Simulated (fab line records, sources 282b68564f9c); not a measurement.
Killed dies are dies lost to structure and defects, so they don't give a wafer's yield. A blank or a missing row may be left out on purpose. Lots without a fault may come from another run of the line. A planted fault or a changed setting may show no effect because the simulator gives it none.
Which tool did it? | flow rit_cmos | 14 lots, 42 wafers sampled, at 1 step of a route of 202

WHAT THE GAUGES READ, wafer by wafer
The record holds no reading of a measuring or inspecting step that can be judged against a usual standard deviation.

WHICH TOOL RAN EACH LOT (tool, then ch and the chambers of the sampled wafers, then the start)
lot  | RIT_PLDD_SOFTBAKE_02
L452 | litho_track-01 ch 0, day 2 21:02
L453 | litho_track-03 ch 0, day 3 04:37
L455 | litho_track-02 ch 0, day 3 10:23
L457 | litho_track-01 ch 0, day 4 00:55
L459 | litho_track-02 ch 0, day 4 08:29
L464 | litho_track-02 ch 0, day 5 13:30
L466 | litho_track-03 ch 0, day 5 16:52
L467 | litho_track-03 ch 0, day 6 04:28
L468 | litho_track-03 ch 0, day 6 08:42
L470 | litho_track-03 ch 0, day 6 16:26
L471 | litho_track-01 ch 0, day 6 18:11
L472 | litho_track-03 ch 0, day 7 04:01
L473 | litho_track-01 ch 0, day 7 09:07
L474 | litho_track-01 ch 0, day 7 13:53
- RIT_PLDD_SOFTBAKE_02: time 60 s.

WHAT THE TOOLS THEMSELVES READ (means of the sampled wafers that have a number; where no wafer has one, the mark that the record gives instead)
RIT_PLDD_SOFTBAKE_02. Usual: exhaust_pa 45.1 Pa, standard deviation 0.9; heater_power_total_W 34.56 W, standard deviation 0.053; plate_temp_C 90.00 C, standard deviation 0.13.
lot  | tool           | exhaust_pa (Pa) | heater_power_total_W (W) | plate_temp_C (C) | flag
L452 | litho_track-01 | 46.1            | 34.56                    | 89.99            |
L453 | litho_track-03 | 44.7            | 34.50                    | 90.02            |
L455 | litho_track-02 | 45.7            | 34.48                    | 90.01            |
L457 | litho_track-01 | 45.4            | 34.52                    | 90.02            |
L459 | litho_track-02 | 45.9            | 33.44                    | 87.86            | OFF
L464 | litho_track-02 | 44.5            | 33.38                    | 87.79            | OFF
L466 | litho_track-03 | 44.0            | 34.58                    | 90.08            |
L467 | litho_track-03 | 45.8            | 34.51                    | 89.97            |
L468 | litho_track-03 | 45.6            | 34.58                    | 90.07            |
L470 | litho_track-03 | 45.2            | 34.56                    | 90.17            |
L471 | litho_track-01 | 44.4            | 34.61                    | 90.07            |
L472 | litho_track-03 | 45.3            | 34.61                    | 89.88            |
L473 | litho_track-01 | 45.6            | 34.59                    | 90.18            |
L474 | litho_track-01 | 45.5            | 34.53                    | 89.73            |

THE ANSWER, worked out from the rows above alone
Rule: a lot is off if the mean of its wafers that have a number lies more than 3 standard deviations from the usual mean. A lot without any number at a reading at which 4 lots or more have one is off too. The other lots that the step has rows for count as sound. The gauges are gone through in route order, then the tools' own readings, and for those a lot's mean is taken as printed above. The first step at which some lot is off is used, and at that step the reading that is off furthest; a lot without a number counts as furthest.
Off: L459, L464, at RIT_PLDD_SOFTBAKE_02 (heater_power_total_W).
A tool fits if, at that step or a process step before it, it ran every lot that is off, and no sound lot after the first of them. One fits: litho_track-02 at RIT_PLDD_SOFTBAKE_02. Its last sound lot is L455 (day 3 10:23), its first lot that is off L459 (day 4 08:29): a fault that began between those two fits.
The tool's own readings at RIT_PLDD_SOFTBAKE_02 bear it out: on the lots that are off they differ by more than 5 times the standard deviation of the sound lots' means. heater_power_total_W reads 33.41 W there against 34.55 W on the sound lots; plate_temp_C reads 87.83 C there against 90.02 C on the sound lots.

WHAT THE SIMULATOR HAD PUT IN
Process parameter drift: litho_track-02, from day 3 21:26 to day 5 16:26, at RIT_PLDD_SOFTBAKE_02. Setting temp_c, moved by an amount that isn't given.
Lots struck among those shown: L459, L464. The rule above found the same.
